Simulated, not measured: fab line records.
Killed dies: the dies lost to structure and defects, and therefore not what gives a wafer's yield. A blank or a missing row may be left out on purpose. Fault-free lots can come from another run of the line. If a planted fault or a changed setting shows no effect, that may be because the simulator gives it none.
Struck lot and sound lot, side by side	flow rit-cmos	23 steps out of a route of 202
Sound: the wafers L681.2, L681.3, L681.4. Struck: wafers L685.1, L685.2, L685.4. At the end, the cause is stated.
At each step with rows: each side's tool, then ch and its chambers, then its first start. Under that, the readings that differ: sound wafers	struck wafers	difference of the means	sigmas: that difference in standard deviations of wafers without a fault.
alike: readings whose means differ by less than 2 such deviations, and words and numbers that are the same on both sides. not compared: withheld readings, readings that some wafer has no value for, bounds like >300 that may hide the same value, and numbers for which the record gives no deviation and whose values overlap.
A row with sigmas, a row that says differs or no value, or rows on one side alone: a step with any of these is where the two part. When numbers do not overlap yet have no deviation, they are printed without sigmas and do not part them. A reading that every wafer of one side lacks parts them only if that side has two wafers or more.

first, 5 steps without rows for these wafers: RIT_GATE_WET_ETCH_00 (etches SiO2 in BOE, target depth 56 nm, time 60 s); RIT_GATE_CLEAN_01 (cleans in SC1, time 600 s); RIT_GATE_CLEAN_02 (cleans in dHF, time 30 s); RIT_GATE_CLEAN_03 (cleans in SC2, time 600 s); RIT_GATE_CLEAN_04 (cleans in dHF, time 60 s).
RIT_FOX2_THK_MEAS_91:
  sound on film-metro-03 at day 2 11:38; struck on film-metro-01 at day 3 06:55
  alike: FIELD_OXIDE_LEFT_2_THK
then, 2 steps without rows for these wafers: RIT_GATE_OXIDATION_05 (target thk 3 nm, ox time 270 s); RIT_GATE_ANNEAL_06 (time 600 s).
RIT_GATE_THK_MEAS_07:
  sound on film-metro-01 at day 2 13:19; struck on film-metro-03 at day 3 16:25
  alike: GATE_OXIDE_THK
then, 1 step without rows for these wafers: RIT_GATE_CVD_08 (deposits poly-Si from SiH4, target thk 250 nm, time 2220 s).
RIT_GATE_THK_MEAS_09:
  sound on film-metro-03 at day 2 14:59; struck on film-metro-02 at day 3 18:05
  alike: GATE_POLY_THK
then, 1 step without rows for these wafers: RIT_GATE_HMDS_10 (prime time 60 s).
RIT_GATE_COAT_11: resist thk 850 nm.
  sound on litho-track-01 ch 0, day 2 15:13; struck on litho-track-02 ch 0, day 3 18:17
reading	sound	struck	difference	sigmas
model.NOVOLAK_of_GATE_COAT_11.thk-nm (nm)	851.4 851.1 847.7	468.1 466.9 468.1	-382.4	
  alike: spin-speed-rpm
then, 3 steps without rows for these wafers: RIT_GATE_SOFTBAKE_12 (time 60 s); RIT_GATE_EXPOSE_13 (exposes mask M6, target cd 150 nm); RIT_GATE_PEB_14.
RIT_GATE_DEVELOP_15: develop time 52.04 s.
  sound: litho-track-02 ch 0; struck: litho-track-01 ch 0
reading	sound	struck	difference	sigmas
model.GATE.cd-nm (nm)	149.3 148 150.4	63.14 61.41 61.74	-87.14	
RIT_GATE_CD_MEAS_16: target cd 150 nm.
  sound on cd-sem-01 at day 2 16:02; struck on cd-sem-02 at day 3 19:07
reading	sound	struck	difference	sigmas
cd-nm (nm)	149.4 147.7 150.7	63.2 61.3 61.4	-87.3	-40
RIT_GATE_OVL_MEAS_17:
  sound on overlay-02 at day 2 16:08; struck on overlay-02 at day 3 19:14
  alike: GATE_OVL
then, 1 step without rows for these wafers: RIT_GATE_HARDBAKE_18 (time 60 s).
RIT_GATE_ETCH_19: etches poly-Si in SF6/CHF3/O2, stops on SiO2, time 165 s, target depth 312.5 nm.
  sound on rie-si-01 ch 0,1,3, day 2 16:35; struck on rie-si-01 ch 0,2,3, day 3 19:25
reading	sound	struck	difference	sigmas
model.NOVOLAK_of_GATE_COAT_11.thk-nm (nm)	672.5 673 670.3	334 335.3 336.1	-337	
model.GATE.cd-nm (nm)	149.2 148 150.4	63.05 61.4 61.73	-87.14	
  alike: drypump-motor-current-A, oes-product-au, rf-fwd-power-W, throttle-valve-pct
  not compared: rf-hours-counter-h
RIT_GATE_STRIP_20: strips in O2, time 180 s.
  sound on plasma-asher-03 ch 0,1, day 2 16:41; struck on plasma-asher-01 ch 0,1, day 3 19:32
  alike: drypump-motor-current-A
  not compared: rf-hours-counter-h
RIT_M1_PROBE_99:
  record: rows for the struck wafers here (prober-01, day 4 18:20), none for the sound ones

== WHERE THEY PART ==
First at RIT_GATE_CD_MEAS_16; last, within this record, at RIT_M1_PROBE_99.

WHY: what the simulator had put in
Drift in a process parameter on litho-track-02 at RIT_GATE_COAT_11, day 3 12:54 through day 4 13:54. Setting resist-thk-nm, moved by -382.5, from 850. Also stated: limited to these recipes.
